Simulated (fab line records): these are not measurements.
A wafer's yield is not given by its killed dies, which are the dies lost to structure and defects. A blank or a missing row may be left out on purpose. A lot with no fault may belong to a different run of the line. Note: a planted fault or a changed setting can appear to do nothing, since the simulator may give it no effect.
Which tool is to blame? -- flow rit cmos -- Sampling: 14 lots, 42 wafers, 6 of 202 route steps

WHAT EACH GAUGE READ, for each wafer
RIT_ACTIVE_THK_MEAS_04. Usual: ACTIVE_NITRIDE_THK 149.5 nm, standard deviation 1.4.
lot,measured,on,ACTIVE_NITRIDE_THK (nm),flag
L762,day 1 14:16,film metro-04,149.6 148.6 149.1,
L763,day 1 20:07,film metro-02,148.6 148.8 149.3,
L765,day 2 07:20,film metro-02,152.1 150.5 151.2,
L766,day 2 09:32,film metro-04,150.0 150.7 150.2,
L767,day 2 15:38,film metro-02,150.8 153.8 151.8,
L768,day 2 20:36,film metro-02,204.1 204.2 204.7 204.2 204.5 204.8,OFF
L770,day 3 07:33,film metro-04,202.9 204.2 204.6 203.1 204.4 204.4,OFF
L774,day 4 01:36,film metro-03,146.7 147.2 149.1,
L776,day 4 12:14,film metro-02,149.5 148.3 147.7,
L781,day 5 12:32,film metro-04,149.2 148.0 149.2,
L782,day 5 18:59,film metro-02,150.6 149.8 150.7,
L783,day 5 22:45,film metro-02,148.8 149.2 150.0,
L784,day 6 03:44,film metro-03,151.8 150.8 150.6,
L785,day 6 08:33,film metro-03,150.5 150.7 150.7,

RIT_GATE_THK_MEAS_09. Usual: GATE_POLY_THK 250.2 nm, standard deviation 2.5.
lot,measured,on,GATE_POLY_THK (nm),flag
L762,day 2 13:32,film metro-04,248.8 247.9 250.0,
L763,day 2 18:27,film metro-04,251.1 251.7 251.7,
L765,day 3 05:27,film metro-04,247.6 247.3 248.3,
L766,day 3 08:23,film metro-04,243.7 245.4 247.1,
L767,day 3 13:19,film metro-04,246.6 248.0 247.3,
L768,day 4 08:13,film metro-02,250.8 249.9,
L770,day 4 18:15,film metro-02,252.2 252.1 251.5,
L774,day 5 00:08,film metro-02,250.0 249.1 249.1,
L776,day 5 10:14,film metro-04,248.7 249.7 249.0,
L781,day 6 10:43,film metro-02,249.2 250.2 250.6,
L782,day 6 17:47,film metro-04,249.2 246.9 248.7,
L783,day 6 21:57,film metro-01,250.2 249.7 250.0,
L784,day 7 05:18,film metro-01,249.7 250.8 250.1,
L785,day 7 06:53,film metro-02,252.3 250.1 250.5,

RIT_PLDD_OVL_MEAS_06. Usual: PLDD_OVL 1.1 nm, standard deviation 1.4.
lot,measured,on,PLDD_OVL (nm),flag
L762,day 2 20:33,overlay-01,0.8 0.6 0.3,
L763,day 3 01:37,overlay-02,2.0 3.9 1.5,
L765,day 3 12:19,overlay-01,0.3 0.6 3.1,
L766,day 3 15:26,overlay-02,-0.7 -0.4 0.1,
L767,day 3 20:45,overlay-01,-1.2 -0.5 1.1,
L768,day 4 16:36,overlay-02,2.1 2.1,
L770,day 5 02:41,overlay-01,1.8 2.5 -0.2,
L774,day 5 07:18,overlay-02,2.7 3.0 1.1,
L776,day 5 17:22,overlay-01,2.5 2.4 3.8,
L781,day 6 17:43,overlay-02,-1.3 1.4 -0.3,
L782,day 7 00:58,overlay-01,0.4 1.0 -1.1,
L783,day 7 05:02,overlay-01,0.0 -0.5 0.4,
L784,day 7 13:44,overlay-02,1.0 2.5 0.4,
L785,day 7 14:17,overlay-01,2.1 2.1 2.3,

RIT_CONTACT_CD_MEAS_90: target cd 1000 nm. Usual: 999.8 nm for cd nm, sd 1.7.
lot,measured,on,cd nm (nm),flag
L762,day 3 05:59,cd sem-01,1000.3 999.1 1001.7,
L763,day 3 11:48,cd sem-02,997.6 998.1 996.3,
L765,day 3 22:48,cd sem-02,1000.6 1001.4 1001.4,
L766,day 4 00:50,cd sem-01,1002.4 1001.9 1000.2,
L767,day 4 07:10,cd sem-01,1000.1 996.2 998.7,
L768,day 5 02:21,cd sem-02,1001.8 999.1,
L770,day 5 11:55,cd sem-02,1001.9 998.3 999.7,
L774,day 5 17:37,cd sem-01,997.9 998.0 996.8,
L776,day 6 05:19,cd sem-01,1000.3 998.9 1000.2,
L781,day 7 03:58,cd sem-01,998.3 1000.1 999.6,
L782,day 7 10:29,cd sem-02,999.2 1001.2 1001.3,
L783,day 7 15:37,cd sem-02,998.3 999.8 1001.6,
L784,day 7 23:47,cd sem-01,998.8 999.4 998.4,
L785,day 8 02:23,cd sem-01,1000.0 1002.2 1000.6,

EACH LOT AND THE TOOL THAT RAN IT (in order: tool; ch and the chambers of the sampled wafers; start)
lot,RIT_ACTIVE_CVD_03,RIT_ACTIVE_ETCH_13
L762,"lpcvd-02 ch 1, day 1 12:07","rie diel-01 ch 0,3, day 1 15:28"
L763,"lpcvd-02 ch 0, day 1 17:59","rie diel-02 ch 0,2, day 1 21:17"
L765,"lpcvd-02 ch 0, day 2 05:13","rie diel-01 ch 1,2, day 2 08:40"
L766,"lpcvd-01 ch 1, day 2 08:07","rie diel-03 ch 1,3, day 2 10:43"
L767,"lpcvd-02 ch 1, day 2 13:31","rie diel-03 ch 0,2,3, day 2 16:53"
L768,"lpcvd-02 ch 1, day 2 18:27","rie diel-02 ch 2,3, day 3 02:54"
L770,"lpcvd-02 ch 0, day 3 05:26","rie diel-01 ch 2,3, day 3 18:04"
L774,"lpcvd-01 ch 1, day 4 00:10","rie diel-01 ch 1,2, day 4 02:46"
L776,"lpcvd-01 ch 0, day 4 10:07","rie diel-03 ch 2,3, day 4 13:31"
L781,"lpcvd-01 ch 0, day 5 11:07","rie diel-03 ch 2,3, day 5 13:45"
L782,"lpcvd-01 ch 0, day 5 17:34","rie diel-03 ch 1,2,3, day 5 20:17"
L783,"lpcvd-01 ch 0, day 5 21:18","rie diel-02 ch 1,2,3, day 6 00:06"
L784,"lpcvd-01 ch 1, day 6 02:19","rie diel-01 ch 1,2,3, day 6 05:02"
L785,"lpcvd-01 ch 1, day 6 07:07","rie diel-03 ch 1,2,3, day 6 09:50"
- RIT_ACTIVE_CVD_03: deposits Si3N4 from SiH2Cl2/NH3, target thk 150 nm, time 1500 s.
- RIT_ACTIVE_ETCH_13: etches Si3N4 in SF6, stops on SiO2, time 210 s, target depth 210 nm.

WHAT THE TOOLS THEMSELVES READ (means of the sampled wafers that have a number; where no wafer has one, the mark that the record gives instead)
RIT_ACTIVE_CVD_03. Usual: nh3 flow sccm 150.1 sccm, standard deviation 0.49; spike tc load C 833.4 C, standard deviation 2; zone power centre pct 37.8 %, standard deviation 1.8; zone power load pct 21.4 %, standard deviation 1.4.
lot,tool,nh3 flow sccm (sccm),spike tc load C (C),zone power centre pct (%),zone power load pct (%),flag
L762,lpcvd-02,149.8,829.3,34.0,23.1,
L763,lpcvd-02,150.1,833.3,38.7,19.6,
L765,lpcvd-02,150.4,834.1,39.1,19.5,
L766,lpcvd-01,150.6,832.2,39.1,20.7,
L767,lpcvd-02,149.6,829.4,33.9,22.7,
L768,lpcvd-02,150.0,829.2,34.3,22.7,
L770,lpcvd-02,149.9,833.8,38.9,19.5,
L774,lpcvd-01,150.3,831.9,38.9,20.7,
L776,lpcvd-01,150.4,835.4,37.3,22.4,
L781,lpcvd-01,149.8,835.0,37.4,23.0,
L782,lpcvd-01,149.6,835.6,37.3,22.6,
L783,lpcvd-01,150.3,835.1,37.2,22.7,
L784,lpcvd-01,149.6,832.0,40.0,20.7,
L785,lpcvd-01,149.7,832.8,39.4,20.5,

RIT_ACTIVE_ETCH_13. Usual: SF6_flow_sccm 200.0 sccm, standard deviation 0.66; drypump motor current A 5.7 A, standard deviation 0.32; oes product au 0.821 a.u., standard deviation 0.012; throttle valve pct 7.59 %, standard deviation 0.12.
lot,tool,SF6_flow_sccm (sccm),drypump motor current A (A),oes product au (a.u.),throttle valve pct (%),flag
L762,rie diel-01,200.1,5.9,0.818,7.75,
L763,rie diel-02,199.7,6.0,0.820,7.50,
L765,rie diel-01,200.0,5.5,0.828,7.52,
L766,rie diel-03,200.2,5.9,0.811,7.60,
L767,rie diel-03,199.7,5.6,0.830,7.61,
L768,rie diel-02,200.2,5.9,0.990,7.54,OFF
L770,rie diel-01,200.5,5.6,0.983,7.72,OFF
L774,rie diel-01,200.0,5.4,0.822,7.47,
L776,rie diel-03,200.5,5.8,0.804,7.59,
L781,rie diel-03,199.6,5.8,0.805,7.60,
L782,rie diel-03,199.8,5.8,0.818,7.63,
L783,rie diel-02,199.9,5.9,0.818,7.60,
L784,rie diel-01,200.2,5.5,0.831,7.59,
L785,rie diel-03,200.0,5.8,0.813,7.62,

THE ANSWER, worked out from the rows above alone
Rule: lot off if the mean of its wafers having a number is beyond 3 standard deviations from the usual mean. Also off: a lot with no number at a reading for which 4 or more lots have one. Where the step has rows for the other lots, those lots are counted as sound. First the gauges in route order, then the tools' own readings, where a lot's mean is used as printed above. At the first step where some lot is off, the reading lying furthest off is the one used; lots without a number count as furthest.
Off: at RIT_ACTIVE_THK_MEAS_04 (ACTIVE_NITRIDE_THK), L768, L770.
If a tool, at a process step before that reading, ran all the lots that are off and no sound lot after the first of them, it fits. Not tried: the gauges at RIT_ACTIVE_THK_MEAS_04; whatever is off there is also off at RIT_ACTIVE_ETCH_13, on other tools, and gauge error can't account for it. One fits: RIT_ACTIVE_CVD_03 on lpcvd-02. A fault onset in the window from L767 (day 2 13:31, its last sound lot) to L768 (day 2 18:27, its first lot off) fits.

WHAT THE SIMULATOR HAD PUT IN
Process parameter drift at RIT_ACTIVE_CVD_03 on lpcvd-02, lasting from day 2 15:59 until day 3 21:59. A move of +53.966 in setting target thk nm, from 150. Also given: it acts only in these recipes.
Lots struck among those shown: L768, L770. The same result came from the rule above.
